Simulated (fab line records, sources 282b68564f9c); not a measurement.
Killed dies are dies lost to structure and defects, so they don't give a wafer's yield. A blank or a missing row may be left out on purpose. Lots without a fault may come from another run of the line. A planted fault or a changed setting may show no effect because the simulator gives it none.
A struck lot beside a sound one | flow rit_cmos | 20 steps out of a route of 202
Sound: wafers L863.1, L863.2, L863.3. Struck: wafers L877.1, L877.3, L877.5. The cause comes at the end.
At each step with rows: each side's tool, then ch and its chambers, then its first start. Under that, the readings that differ: sound wafers | struck wafers | difference of the means | sigmas: that difference in standard deviations of wafers without a fault.
alike: readings whose means differ by less than 2 such deviations, and words and numbers that are the same on both sides. not compared: withheld readings, readings that some wafer has no value for, bounds like >300 that may hide the same value, and numbers for which the record gives no deviation and whose values overlap.
The two part at a step that has a row with sigmas, a row that says differs or no value, or rows on one side only. Numbers that don't overlap but have no deviation are shown without sigmas and don't part them. A reading that every wafer of one side lacks parts them only if that side has two wafers or more.

first, 6 steps without rows for these wafers: RIT_NWELL_HMDS_00 (prime time 60 s); RIT_NWELL_COAT_01 (resist thk 1300 nm); RIT_NWELL_SOFTBAKE_02 (time 60 s); RIT_NWELL_EXPOSE_03 (exposes mask M2, target cd 43900 nm); RIT_NWELL_PEB_04; RIT_NWELL_DEVELOP_05 (develop time 68 s).
RIT_NWELL_OVL_MEAS_06:
  sound on overlay-01, day 2 14:17; struck on overlay-02, day 5 11:23
  reading        | sound          | struck       | difference | sigmas
  NWELL_OVL (nm) | -4.1 -1.1 -3.0 | 0.4 1.5 -0.9 | +3.1       | +2
then, 2 steps without rows for these wafers: RIT_NWELL_HARDBAKE_07 (time 120 s); RIT_NWELL_IMPLANT_08.
RIT_NWELL_STRIP_09: strips in O2, time 180 s.
  sound on plasma_asher-04 ch 0,1, day 2 14:46; struck on plasma_asher-01 ch 0,1, day 5 11:49
  alike: chamber_pressure_mTorr, drypump_motor_current_A, rf_refl_power_W
  not compared: rf_hours_counter_h
RIT_NWELL_TW_MEAS_10:
  sound on film_metro-02, day 2 14:56; struck on film_metro-01, day 5 12:00
  reading  | sound          | struck         | difference | sigmas
  NWELL_TW | 2110 2111 2131 | 2168 2176 2189 | +60        | +2
then, 1 step without rows for these wafers: RIT_PWELL_HMDS_00 (prime time 60 s).
RIT_PWELL_COAT_01: resist thk 1300 nm.
  sound on litho_track-03 ch 0, day 2 15:08; struck on litho_track-03, day 5 12:13
  no value came back on the struck wafers for chill_plate_temp_C (C), dispense_pressure_kPa (kPa), resist_line_temp_C (C); on the sound wafers chill_plate_temp_C (C) reads 22.92 23.12 23.14
then, 4 steps without rows for these wafers: RIT_PWELL_SOFTBAKE_02 (time 60 s); RIT_PWELL_EXPOSE_03 (exposes mask M3, target cd 43700 nm); RIT_PWELL_PEB_04; RIT_PWELL_DEVELOP_05 (develop time 68 s).
RIT_PWELL_OVL_MEAS_06:
  sound on overlay-01, day 2 16:00; struck on overlay-01, day 5 13:04
  reading        | sound       | struck | difference                    | sigmas
  PWELL_OVL (nm) | 2.6 2.3 0.8 | - - -  | no value on the struck wafers |
then, 1 step without rows for these wafers: RIT_PWELL_HARDBAKE_07 (time 120 s).
RIT_M1_PROBE_99:
  sound on prober-01, day 4 07:27; struck on prober-01, day 7 01:02
  reading             | sound | struck      | difference | sigmas
  killed_at_front_end | 5 9 7 | 264 264 264 | +257       | +78
  killed_dies         | 5 9 7 | 264 264 264 | +257       | +78
  killed_on_rim       | 4 1 1 | 70 70 70    | +68        | +45
  alike: killed_at_contacts, killed_open, killed_short

WHERE THEY PART
First at RIT_NWELL_OVL_MEAS_06; last, within this record, at RIT_M1_PROBE_99.

WHY: what the simulator had put in
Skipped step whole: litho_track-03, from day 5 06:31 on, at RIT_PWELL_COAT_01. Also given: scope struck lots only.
